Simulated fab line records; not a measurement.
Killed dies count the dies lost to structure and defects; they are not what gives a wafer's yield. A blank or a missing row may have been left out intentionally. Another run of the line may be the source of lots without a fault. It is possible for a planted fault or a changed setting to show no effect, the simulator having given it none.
Chamber matching || flow rit-cmos || rie-si-01 running RIT_GATE_ETCH_19: 4 sister chambers
The step etches poly-Si in SF6/CHF3/O2, stops on SiO2, time 165 s, target depth 312.5 nm. 8 wafers are shown with their chamber, then 8 later ones without.

WAFERS, EACH WITH ITS CHAMBER
{"wafer": "L901.1", "chamber": 0, "throttle-valve-pct (%)": 10.05, "drypump-motor-current-A (A)": 5.5}
{"wafer": "L902.4", "chamber": 1, "throttle-valve-pct (%)": 10.19, "drypump-motor-current-A (A)": 5.8}
{"wafer": "L902.6", "chamber": 0, "throttle-valve-pct (%)": 10.06, "drypump-motor-current-A (A)": 5.5}
{"wafer": "L906.4", "chamber": 1, "throttle-valve-pct (%)": 10.18, "drypump-motor-current-A (A)": 5.9}
{"wafer": "L908.1", "chamber": 3, "throttle-valve-pct (%)": 10.53, "drypump-motor-current-A (A)": 5.5}
{"wafer": "L908.5", "chamber": 2, "throttle-valve-pct (%)": 10.21, "drypump-motor-current-A (A)": 5.9}
{"wafer": "L910.1", "chamber": 2, "throttle-valve-pct (%)": 10.21, "drypump-motor-current-A (A)": 5.9}
{"wafer": "L910.2", "chamber": 3, "throttle-valve-pct (%)": 10.52, "drypump-motor-current-A (A)": 5.5}

WAFERS WITHOUT THEIR CHAMBER
{"wafer": "L910.3", "throttle-valve-pct (%)": 10.17, "drypump-motor-current-A (A)": 5.8}
{"wafer": "L914.3", "throttle-valve-pct (%)": 10.20, "drypump-motor-current-A (A)": 5.9}
{"wafer": "L914.4", "throttle-valve-pct (%)": 10.05, "drypump-motor-current-A (A)": 5.5}
{"wafer": "L914.6", "throttle-valve-pct (%)": 10.21, "drypump-motor-current-A (A)": 5.9}
{"wafer": "L918.4", "throttle-valve-pct (%)": 10.19, "drypump-motor-current-A (A)": 5.9}
{"wafer": "L918.6", "throttle-valve-pct (%)": 10.21, "drypump-motor-current-A (A)": 5.8}
{"wafer": "L920.1", "throttle-valve-pct (%)": 10.22, "drypump-motor-current-A (A)": 5.9}
{"wafer": "L920.2", "throttle-valve-pct (%)": 10.54, "drypump-motor-current-A (A)": 5.5}

WHICH CHAMBER EACH WENT THROUGH
{"wafer": "L910.3", "from the rows above": 1, "in truth": 1}
{"wafer": "L914.3", "from the rows above": "can't be placed: 2 or 1", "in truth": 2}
{"wafer": "L914.4", "from the rows above": 0, "in truth": 0}
{"wafer": "L914.6", "from the rows above": 2, "in truth": 2}
{"wafer": "L918.4", "from the rows above": "can't be placed: 1 or 2", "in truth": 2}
{"wafer": "L918.6", "from the rows above": "can't be placed: 2 or 1", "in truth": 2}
{"wafer": "L920.1", "from the rows above": 2, "in truth": 2}
{"wafer": "L920.2", "from the rows above": 3, "in truth": 3}
Placed correctly: 5 of 8. From these rows, 3 cannot be placed; in 3 the true chamber is one of the candidates. Wrongly placed: 0.
How it was worked out, from the rows above alone: a wafer's distance from a chamber is the root of the sum, over the readings, of the square of ((its reading less the chamber's mean) divided by the reading's scatter). The wafer belongs to the nearest chamber; if the next one is less than 2 further off, it can't be placed. The mean given for a chamber averages the wafers shown for that chamber. How the scatter is found: for the shown wafers, subtract from each reading the mean of its chamber, square and add these, divide the total by (wafers less chambers), then take the root.
